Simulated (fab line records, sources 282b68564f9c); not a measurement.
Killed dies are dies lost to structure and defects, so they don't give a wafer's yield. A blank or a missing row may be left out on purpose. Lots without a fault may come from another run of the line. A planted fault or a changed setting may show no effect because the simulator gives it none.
Which tool did it? | flow rit_cmos | 7 lots, 21 wafers sampled, at 4 steps of a route of 202

WHAT THE GAUGES READ, wafer by wafer
RIT_M1_BOW_MEAS_16.
lot  | measured    | on            | M1_BOW (um)
L197 | day 3 13:26 | film_metro-02 | 26 32 19
L200 | day 4 04:22 | film_metro-01 | 25 20 31
L202 | day 4 16:33 | film_metro-02 | 22 25 14
L205 | day 5 10:50 | film_metro-02 | 31 14 28
L209 | day 6 08:34 | film_metro-02 | 8 38 14
L215 | day 7 19:33 | film_metro-04 | 14 36 32
L218 | day 8 05:49 | film_metro-01 | 8 16 19

WHICH TOOL RAN EACH LOT (tool, then ch and the chambers of the sampled wafers, then the start)
lot  | RIT_PRETRO_DEVELOP_05            | RIT_PRETRO_STRIP_09                 | RIT_M1_STRIP_14
L197 | litho_track-01 ch 0, day 2 12:00 | plasma_asher-03 ch 0,1, day 2 12:42 | plasma_asher-04 ch 0,1, day 3 11:37
L200 | litho_track-02 ch 0, day 3 02:00 | plasma_asher-03 ch 0,1, day 3 03:25 | plasma_asher-03 ch 0,1, day 4 02:29
L202 | litho_track-02 ch 0, day 3 12:00 | plasma_asher-03 ch 0,1, day 3 13:16 | plasma_asher-04 ch 0,1, day 4 13:39
L205 | litho_track-02 ch 0, day 4 04:00 | plasma_asher-04 ch 0,1, day 4 05:28 | plasma_asher-01 ch 0,1, day 5 05:41
L209 | litho_track-01 ch 0, day 5 01:00 | plasma_asher-04 ch 0,1, day 5 01:59 | plasma_asher-01 ch 0,1, day 6 06:09
L215 | litho_track-01 ch 0, day 6 11:00 | plasma_asher-03 ch 0,1, day 6 12:19 | plasma_asher-01 ch 1, day 7 16:54
L218 | litho_track-01 ch 0, day 7 00:00 | plasma_asher-04 ch 0,1, day 7 01:31 | plasma_asher-04 ch 0,1, day 8 03:59
- RIT_PRETRO_DEVELOP_05: develop time 68 s.
- RIT_PRETRO_STRIP_09: strips in O2, time 180 s.
- RIT_M1_STRIP_14: strips in O2, time 180 s.

THE ANSWER, worked out from the rows above alone
Rule: what is usual is taken from the lots themselves. Put in order of their means at a reading, lots are off if they are a third of the lots or fewer, leave a main group of 4 or more, and stand apart from it by a gap of 3 or more times the standard deviation of the main group's means; of several such gaps the widest counts. A main group whose means are all the same, to the digits that the tables above print for the reading, isn't used. A lot without any number at a reading at which 4 lots or more have one is off too. The other lots that the step has rows for count as sound.
No lot is off at any reading shown: from this, nothing can be told.

WHAT THE SIMULATOR HAD PUT IN
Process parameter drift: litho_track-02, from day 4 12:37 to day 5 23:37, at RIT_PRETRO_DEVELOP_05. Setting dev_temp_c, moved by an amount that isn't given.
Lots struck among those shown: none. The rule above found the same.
